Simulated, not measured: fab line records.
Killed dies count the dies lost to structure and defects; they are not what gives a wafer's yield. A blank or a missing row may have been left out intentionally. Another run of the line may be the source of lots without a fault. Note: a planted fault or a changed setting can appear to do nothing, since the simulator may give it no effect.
A lot that was struck, set against a sound lot -- flow rit cmos -- 16 steps out of a route of 202
Sound: these wafers, L775.1, L775.4, L775.5. Wafers struck: L783.1, L783.4, L783.5. Last of all comes the cause.
Per side, at each step with rows, come the tool, then ch with its chambers, and then its first start. Under that, the readings that differ: sound wafers -- struck wafers -- difference of the means -- sigmas: that difference in standard deviations of wafers without a fault.
alike: readings whose means differ by less than 2 such deviations, and words and numbers that are the same on both sides. not compared: withheld readings, readings that some wafer has no value for, bounds like >300 that may hide the same value, and numbers for which the record gives no deviation and whose values overlap.
The two part at a step that has a row with sigmas, a row that says differs or no value, or rows on one side only. When numbers do not overlap yet have no deviation, they are printed without sigmas and do not part them. A reading that every wafer of one side lacks parts them only if that side has two wafers or more.

RIT_FOX2_THK_MEAS_01:
  sound: film metro-03 at day 4 00:13; struck: film metro-03 at day 5 13:50
  alike: FOX2_OXIDE_THK
then, 2 steps without rows for these wafers: RIT_FOX2_CLEAN_02 (cleans in dHF, time 180 s); RIT_FOX2_WET_ETCH_03 (etches Si3N4 in H3PO4, target depth 195 nm, time 2700 s).
RIT_FOX2_THK_MEAS_90:
  sound: film metro-01 at day 4 01:05; struck: film metro-03 at day 5 14:43
  alike: FIELD_OXIDE_LEFT_1_THK
then, 6 steps without rows for these wafers: RIT_NWELL_HMDS_00 (prime time 60 s); RIT_NWELL_COAT_01 (resist thk 1300 nm); RIT_NWELL_SOFTBAKE_02 (time 60 s); RIT_NWELL_EXPOSE_03 (exposes mask M2, target cd 43900 nm); RIT_NWELL_PEB_04; RIT_NWELL_DEVELOP_05 (develop time 68 s).
RIT_NWELL_OVL_MEAS_06:
  sound: overlay-02 at day 4 02:10; struck: overlay-02 at day 5 15:40
  alike: NWELL_OVL
then, 1 step without rows for these wafers: RIT_NWELL_HARDBAKE_07 (time 120 s).
RIT_NWELL_IMPLANT_08:
  sound on implanter-04 ch 0, day 4 02:26; struck on implanter-04 ch 0, day 5 15:57
reading,sound,struck,difference,sigmas
dose ions cm2,4.999e+13 5e+13 5e+13,5.05e+12 5.01e+12 5.01e+12,-4.50e+13,-99 or more
faraday current uA,154.7 159.1 161.5,15.8 15.8 15.7,-142.7,-53
RIT_NWELL_STRIP_09: strips in O2, time 180 s.
  sound on plasma asher-03 ch 0,1, day 4 02:35; struck on plasma asher-04 ch 0,1, day 5 16:06
  alike: chamber pressure mTorr, drypump motor current A, o2 flow sccm
  not compared: rf hours counter h
RIT_NWELL_TW_MEAS_10:
  sound: film metro-02 at day 4 02:46; struck: film metro-02 at day 5 16:30
reading,sound,struck,difference,sigmas
NWELL_TW,2116 2113 2108,1016 1017 1011,-1098,-91
  not compared: hold
RIT_M1_PROBE_99:
  sound wafers here have rows in the record (prober-02, day 6 07:31); struck ones have none

WHERE THEY PART
At RIT_NWELL_IMPLANT_08 first; at RIT_M1_PROBE_99 last (within this record only).

WHY: the cause the simulator had injected
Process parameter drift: implanter-04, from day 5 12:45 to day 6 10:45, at RIT_NWELL_IMPLANT_08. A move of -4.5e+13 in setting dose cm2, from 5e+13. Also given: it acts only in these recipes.
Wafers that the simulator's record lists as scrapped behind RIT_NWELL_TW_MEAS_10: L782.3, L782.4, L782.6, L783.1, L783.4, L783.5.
